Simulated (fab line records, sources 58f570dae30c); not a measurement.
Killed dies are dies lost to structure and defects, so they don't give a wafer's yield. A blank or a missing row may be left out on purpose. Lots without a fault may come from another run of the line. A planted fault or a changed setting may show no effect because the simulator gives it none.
Problem report in the 8D (eight disciplines) form, filled by code | flow berkeley_cmos170 | the parts of the form that need people (team, actions taken, sign-off) are left out

1. THE PROBLEM
oes_product_au at UCB170_V1_ETCH_14 reads a mean of 0.778 a.u. on 2 wafers of 2 lots; wafers without a fault read 0.875 a.u. with a standard deviation of 0.011. That is -8.9 standard deviations from the usual mean.
The step: etches SiO2 in CHF3/CF4/Ar, stops on Al, target depth 1250 nm, time 291 s.
First seen on wafer L781.1, day 8 12:53, on rie_diel-01. The record holds 42 wafers of 14 lots with a number at this step. Rule for "out", or "out of limits": more than 4 standard deviations from the usual mean. The other wafers with a number count as sound.

2. WHAT IT IS AND WHAT IT IS NOT
question                    | is               | is not
which readings at this step | oes_product_au   | drypump_motor_current_A, throttle_valve_pct
which lots                  | L781, L784       | L777, L785, L787, L789, L790, L791, L793, L794, L796, L798, L799, L800
which wafers of those lots  | L781.1, L784.5   | L781.3, L781.4, L784.1, L784.4
read on which tools         | rie_diel-01      | rie_diel-03, rie_diel-04
when                        | from day 8 12:53 | up to then (5 sound wafers); but 35 sound wafers of L784, L785, L787, L789, L790, L791, L793, L794, L796, L798, L799, L800 came after

3. SUSPECTS, AND WHAT RULES EACH OUT
Counting: a tool at a process step up to the reading stays a suspect if it ran every lot that is out. Sound lots after the first of them don't rule it out here, since some wafers of a struck lot are sound.
- rie_diel-01 at UCB170_V1_ETCH_14 (etches SiO2 in CHF3/CF4/Ar, stops on Al, target depth 1250 nm, time 291 s): kept. It ran every lot that is out, first L781 (day 8 12:53); its last sound lot up to then is L777 (day 7 06:52). Its own readings are out on those wafers: oes_product_au.
- Within rie_diel-01 at UCB170_V1_ETCH_14: the wafers that are out ran in chamber 3; their sound lot-mates ran in chambers 0, 1, 2.
Left after counting: rie_diel-01 at UCB170_V1_ETCH_14.

4. THE CAUSE (what the simulator had put in)
Process parameter drift: rie_diel-01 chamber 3, from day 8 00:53 on, at UCB170_V1_ETCH_14. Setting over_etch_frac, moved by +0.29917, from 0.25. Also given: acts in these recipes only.
Counting left only this tool.

5. THE CHAIN OF EFFECTS, in route order
Each row: a reading whose mean over the struck wafers that have a number lies more than 3 standard deviations from the usual. Only readings for which the record gives a usual standard deviation are gone through. hours: the time from each lot's start at the first step in this table that gives one to its start at this step, as a median over the lots. sigmas: the change in usual standard deviations.
hours | step               | reading                  | usual      | on struck wafers | change | sigmas
0     | UCB170_V1_ETCH_14  | oes_product_au           | 0.875 a.u. | 0.778            | -0.097 | -8.9
0     | UCB170_V1_STRIP_15 | strip_time_to_endpoint_s | 15.36 s    | 13.84            | -1.52  | -13
The process steps in it:
- UCB170_V1_ETCH_14: etches SiO2 in CHF3/CF4/Ar, stops on Al, target depth 1250 nm, time 291 s.
- UCB170_V1_STRIP_15: strips in O2.
Later measuring or inspecting steps at which every struck wafer that the step has a row for has a number for every such reading, and none has moved that far: UCB170_V2_THK_MEAS_01.

6. WHAT WOULD HAVE CAUGHT IT SOONER
In this record the first reading out of limits was taken at day 8 12:53, 12 hours after the fault began at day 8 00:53.
